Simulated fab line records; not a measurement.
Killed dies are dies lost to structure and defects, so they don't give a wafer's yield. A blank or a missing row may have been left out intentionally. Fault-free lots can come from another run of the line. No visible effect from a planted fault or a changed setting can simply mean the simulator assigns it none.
Which of the tools did it? | flow rit_cmos | 21 wafers from 7 lots sampled at 2 of the route's 202 steps

## WHAT THE GAUGES SHOWED, per wafer
RIT_ACTIVE_THK_MEAS_02.
lot  | measured    | on            | ACTIVE_OXIDE_THK (nm)
L840 | day 1 17:03 | film_metro-03 | 47.9 47.5 47.3
L842 | day 2 03:03 | film_metro-02 | 46.7 46.0 46.6
L844 | day 2 13:04 | film_metro-04 | 46.2 46.8 46.1
L846 | day 2 23:19 | film_metro-03 | 46.7 47.1 47.4
L852 | day 4 05:47 | film_metro-03 | 46.6 45.9 45.7
L856 | day 5 01:03 | film_metro-04 | 37.8 37.5 37.4
L858 | day 5 13:05 | film_metro-04 | 45.3 46.5 46.9

## WHICH TOOL RAN EACH LOT (tool, then ch and the chambers of the sampled wafers, then the start)
lot  | RIT_ACTIVE_OXIDATION_01
L840 | furnace-02 ch 0, day 1 15:07
L842 | furnace-03 ch 0, day 2 01:07
L844 | furnace-03 ch 0, day 2 11:07
L846 | furnace-04 ch 0, day 2 21:22
L852 | furnace-03 ch 0, day 4 03:49
L856 | furnace-03 ch 0, day 4 23:07
L858 | furnace-04 ch 0, day 5 11:08
- RIT_ACTIVE_OXIDATION_01: target thk 46.8 nm, ox time 3360 s.

## THE ANSWER, worked out from the rows above alone
Rule: usual is defined by the lots themselves. Put in order of their means at a reading, lots are off if they are a third of the lots or fewer, leave a main group of 4 or more, and stand apart from it by a gap of 3 or more times the standard deviation of the main group's means; of several such gaps the widest counts. A main group whose means are all the same, to the digits that the tables above print for the reading, isn't used. Also off: a lot with no number at a reading for which 4 or more lots have one. All remaining lots with rows at the step are treated as sound.
Off: L856, at RIT_ACTIVE_THK_MEAS_02 (ACTIVE_OXIDE_THK). The main group has a mean of 46.6 nm with a standard deviation of 0.52.
If a tool, at a process step before that reading, ran all the lots that are off and no sound lot after the first of them, it fits. The gauges at RIT_ACTIVE_THK_MEAS_02 are tried like those tools. One fits: furnace-03 at RIT_ACTIVE_OXIDATION_01. Its last sound lot is L852 (day 4 03:49), its first lot that is off L856 (day 4 23:07): a fault that began between those two fits.

## WHAT THE SIMULATOR HAD PUT IN
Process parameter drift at RIT_ACTIVE_OXIDATION_01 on furnace-03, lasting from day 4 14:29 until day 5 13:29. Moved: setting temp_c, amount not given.
Lots struck among those shown: L856. The rule above found the same.
